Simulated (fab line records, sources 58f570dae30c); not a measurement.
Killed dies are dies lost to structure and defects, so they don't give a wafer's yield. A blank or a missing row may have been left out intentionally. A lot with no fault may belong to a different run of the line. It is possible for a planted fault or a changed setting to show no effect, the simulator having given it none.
fab line records -- flow berkeleyCmos170
record lots=6, wafers=18, lastDay=12
route steps=331 shown PSD@180 NSD@187
lots that met no fault: taken from a fault-free run of the same line
startH: start of the lot's first displayed wafer, in hours after the record's first day -- waitH: hours from the lot's prior step to this one -- " same as the row above -- L1.1+2: a single row standing in for several wafers -- - no value, or no start was given -- * or withheld: withheld -- < > ~ a bound
route shown NAME@n: NAME is a module with steps in the file, n the number in the route of the first one -- usual: the fault-free wafers' mean and standard deviation -- same: alike in all rows -- chamber/n: place in a boat -- sites: readings site by site -- _std_site: the standard deviation of these -- _edge_site: mean of outer sites minus mean of inner sites -- radiusMm: how far each site lies from the wafer's centre -- mask NAME#n: copy n -- behind: the tool/chamber that last shaped the wafer -- hold: reason for holding the lot/hours on hold/outcome of the hold -- device: the transistor (n, p or np) that didn't switch -- end of line: tests run on the same wafers once the route is complete -- step lacking rows: just its recipe -- killed: the dies lost at the first sort to structure and to defects; this is not the yield of the wafer -- map: a wafer's dies, x killed, . not, _ none there
set.NAME: the setting that was run; set.NAME@STEP: the one run at that earlier step -- model.NAME: the simulator's own value behind a step, which no gauge read
certain route steps with their lots: each step a table, each wafer a row
services: when a tool's chamber went out of use (startH, in hours from the record's first day, below 0 if earlier), for how many hours, and the reason
## steps
# step UCB170_PSD_DEVELOP_05
# recipe developer=TMAH, developTimeS=45, resist=KrF, devTempC=21
# step UCB170_PSD_CD_MEAS_06
# recipe targetCdNm=1200
# usual cdNm=1199.9/1.2
lot.wafer,tool,chamber,startH,waitH,cdNm
L415.1,cdSem-01,-,181.48,-,1197.7
L415.3,cdSem-01,-,181.48,-,1199.8
L415.5,cdSem-01,-,181.48,-,1197.6
L421.3,cdSem-02,-,223.75,-,1199.8
L421.5,cdSem-02,-,223.75,-,1199.4
L421.6,cdSem-02,-,223.75,-,1199.7
L424.4,cdSem-02,-,229.22,-,1200.8
L424.5,cdSem-02,-,229.22,-,1199.7
L424.6,cdSem-02,-,229.22,-,1198.6
L428.3,cdSem-01,-,241.19,-,1201.0
L428.4,cdSem-01,-,241.19,-,1201.3
L428.5,cdSem-01,-,241.19,-,1201.3
L430.3,cdSem-01,-,249.28,-,1199.4
L430.4,cdSem-01,-,249.28,-,1200.4
L430.6,cdSem-01,-,249.28,-,1200.4
L429.1,cdSem-02,-,249.52,-,1201.4
L429.5,cdSem-02,-,249.52,-,1201.2
L429.6,cdSem-02,-,249.52,-,1201.5
# step UCB170_PSD_OVL_MEAS_07
# usual PSD_OVL=1/5.2
lot.wafer,tool,chamber,startH,waitH,PSD_OVL[nm]
L415.1,overlay-01,-,181.60,0.1,-1
L415.3,overlay-01,-,181.60,0.1,0
L415.5,overlay-01,-,181.60,0.1,-2
L421.3,overlay-01,-,223.84,0.1,-2
L421.5,overlay-01,-,223.84,0.1,-3
L421.6,overlay-01,-,223.84,0.1,0
L424.4,overlay-01,-,229.30,0.1,-8
L424.5,overlay-01,-,229.30,0.1,-3
L424.6,overlay-01,-,229.30,0.1,-9
L428.3,overlay-01,-,241.28,0.1,16
L428.4,overlay-01,-,241.28,0.1,12
L428.5,overlay-01,-,241.28,0.1,6
L430.3,overlay-01,-,249.37,0.1,1
L430.4,overlay-01,-,249.37,0.1,1
L430.6,overlay-01,-,249.37,0.1,0
L429.1,overlay-01,-,249.64,0.1,1
L429.5,overlay-01,-,249.64,0.1,-8
L429.6,overlay-01,-,249.64,0.1,3
# step UCB170_PSD_IMPLANT_08
# recipe species=B, doseCm2=3e+15, energyKev=20, tiltDeg=7
# step UCB170_PSD_STRIP_09
# recipe chemistry=O2, powerW=400, pressureMtorr=3500, platenTempC=withheld, o2FlowSccm=400, overashFraction=0.5
# usual drypumpMotorCurrentA=5.96/0.28, oesProductAu=0.600/0.0043, stripTimeToEndpointS=29.40/0.069
lot.wafer,tool,chamber,startH,waitH,drypumpMotorCurrentA,oesProductAu,rfHoursCounterH,stripTimeToEndpointS
L415.1,plasmaAsher-03,1,181.78,0.1,6.15,0.598,8,29.49
L415.3,plasmaAsher-03,0,181.78,0.1,6.17,0.593,-,29.47
L415.5,plasmaAsher-03,1,181.78,0.1,6.13,0.600,-,29.50
L421.3,plasmaAsher-03,0,224.05,0.1,6.17,0.592,-,29.50
L421.5,plasmaAsher-03,0,224.05,0.1,6.18,0.602,-,29.40
L421.6,plasmaAsher-03,1,224.05,0.1,6.15,0.597,-,29.39
L424.4,plasmaAsher-01,0,229.50,0.1,6.12,0.598,-,29.38
L424.5,plasmaAsher-01,0,229.50,0.1,6.13,0.608,-,29.35
L424.6,plasmaAsher-01,1,229.50,0.1,5.75,0.597,-,29.49
L428.3,plasmaAsher-04,1,241.49,0.1,5.46,0.599,-,29.39
L428.4,plasmaAsher-04,0,241.49,0.1,5.01,0.602,-,29.36
L428.5,plasmaAsher-04,1,241.49,0.1,5.45,0.601,-,29.50
L430.3,plasmaAsher-03,0,249.58,0.1,6.18,0.604,-,29.40
L430.4,plasmaAsher-03,1,249.58,0.1,6.16,0.605,-,29.31
L430.6,plasmaAsher-03,0,249.58,0.1,6.20,0.599,-,29.41
L429.1,plasmaAsher-01,1,249.82,0.1,5.76,0.602,49,29.44
L429.5,plasmaAsher-01,1,249.82,0.1,5.75,0.596,-,29.50
L429.6,plasmaAsher-01,0,249.82,0.1,6.08,0.596,-,29.49
# step UCB170_PSD_TW_MEAS_10
# usual PSD_TW=2326/15
lot.wafer,tool,chamber,startH,waitH,PSD_TW
L415.1,filmMetro-03,-,181.88,0.1,2327
L415.3,filmMetro-03,-,181.88,0.1,2319
L415.5,filmMetro-03,-,181.88,0.1,2321
L421.3,filmMetro-01,-,224.13,0.1,2328
L421.5,filmMetro-01,-,224.13,0.1,2326
L421.6,filmMetro-01,-,224.13,0.1,2339
L424.4,filmMetro-03,-,229.60,0.1,2315
L424.5,filmMetro-03,-,229.60,0.1,2311
L424.6,filmMetro-03,-,229.60,0.1,2310
L428.3,filmMetro-01,-,241.57,0.1,2330
L428.4,filmMetro-01,-,241.57,0.1,2337
L428.5,filmMetro-01,-,241.57,0.1,2328
L430.3,filmMetro-02,-,249.67,0.1,2303
L430.4,filmMetro-02,-,249.67,0.1,2303
L430.6,filmMetro-02,-,249.67,0.1,2317
L429.1,filmMetro-01,-,249.92,0.1,2326
L429.5,filmMetro-01,-,249.92,0.1,2321
L429.6,filmMetro-01,-,249.92,0.1,2320
# step UCB170_PSD_CLEAN_11
# recipe chemistry=SPM, tempC=120, timeS=600
# step UCB170_NSD_HMDS_00
# recipe primeTimeS=60, primeTempC=100
# step UCB170_NSD_COAT_01
# recipe resist=KrF, spinRpm=1500, resistThkNm=900
# step UCB170_NSD_SOFTBAKE_02
# recipe resist=KrF, tempC=130, timeS=60
# step UCB170_NSD_EXPOSE_03
# recipe maskId=NSELECT_MOD, na=0.5, sigmaOuter=0.6, sourceShape=conventional, targetCdNm=1200, doseMj=30
# step UCB170_NSD_PEB_04
# recipe pebTempC=130, pebTimeS=withheld, resist=KrF
# step UCB170_NSD_DEVELOP_05
# recipe developer=TMAH, developTimeS=45, resist=KrF, devTempC=21
# usual developerTempC=20.98/0.11, exhaustPa=45.1/0.81
lot.wafer,tool,chamber,startH,waitH,developerTempC,exhaustPa
L415.1,lithoTrack-04,0,183,-,20.97,44.3
L415.3,lithoTrack-04,0,183,-,21.07,45.2
L415.5,lithoTrack-04,0,183,-,21.01,44.9
L421.3,lithoTrack-04,0,226,-,21.71,45.0
L421.5,lithoTrack-04,0,226,-,21.75,45.9
L421.6,lithoTrack-04,0,226,-,21.60,44.8
L424.4,lithoTrack-04,0,231,-,21.71,45.1
L424.5,lithoTrack-04,0,231,-,21.76,44.6
L424.6,lithoTrack-04,0,231,-,21.93,45.0
L428.3,lithoTrack-01,0,243,-,21.01,45.1
L428.4,lithoTrack-01,0,243,-,20.94,45.3
L428.5,lithoTrack-01,0,243,-,21.17,46.3
L430.3,lithoTrack-02,0,251,-,21.06,43.8
L430.4,lithoTrack-02,0,251,-,20.85,46.0
L430.6,lithoTrack-02,0,251,-,21.08,45.3
L429.1,lithoTrack-02,0,252,-,20.83,44.3
L429.5,lithoTrack-02,0,252,-,20.94,43.9
L429.6,lithoTrack-02,0,252,-,21.15,43.2
# step UCB170_NSD_CD_MEAS_06
# recipe targetCdNm=1200
# usual cdNm=1199.6/1.4
lot.wafer,tool,chamber,startH,waitH,cdNm
L415.1,cdSem-02,-,183.14,-,1200.1
L415.3,cdSem-02,-,183.14,-,1198.1
L415.5,cdSem-02,-,183.14,-,1199.1
L421.3,cdSem-02,-,226.28,-,1198.1
L421.5,cdSem-02,-,226.28,-,1197.5
L421.6,cdSem-02,-,226.28,-,1196.8
L424.4,cdSem-01,-,231.72,-,1201.0
L424.5,cdSem-01,-,231.72,-,1200.4
L424.6,cdSem-01,-,231.72,-,1199.7
L428.3,cdSem-01,-,243.71,-,1201.3
L428.4,cdSem-01,-,243.71,-,1199.9
L428.5,cdSem-01,-,243.71,-,1200.5
L430.3,cdSem-01,-,251.86,-,1200.7
L430.4,cdSem-01,-,251.86,-,1200.2
L430.6,cdSem-01,-,251.86,-,1202.0
L429.1,cdSem-02,-,252.20,-,1202.6
L429.5,cdSem-02,-,252.20,-,1200.8
L429.6,cdSem-02,-,252.20,-,1201.5
## services
tool,chamber,startH,hours,kind
plasmaAsher-03,-,195.47,2.8,pm
## key
firstSign step=UCB170_NSD_DEVELOP_05, reading=developerTempC, direction=up, sigmas=7.1, usual=*, struck=*
effect none on later readings
metAt UCB170_NSD_DEVELOP_05
struckWafers L421.3,L421.5,L421.6,L424.4,L424.5,L424.6
testerLeftOut L421,L424
onsetBetween 183 226
fault kind=processParameterDrift, tool=lithoTrack-04, chamber=-, onsetH=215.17, steps=UCB170_NSD_DEVELOP_05, channel=devTempC, offset=*, shape=step, endH=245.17, actsIn=*, stated=*
# testerLeftOut: of these lots the tester's yield and bins aren't shown, on N5 and GAA mostly nor the transistor test; their killed dies are dies lost to structure and defects alone, not to doping, threshold or leakage, so they don't give the yield
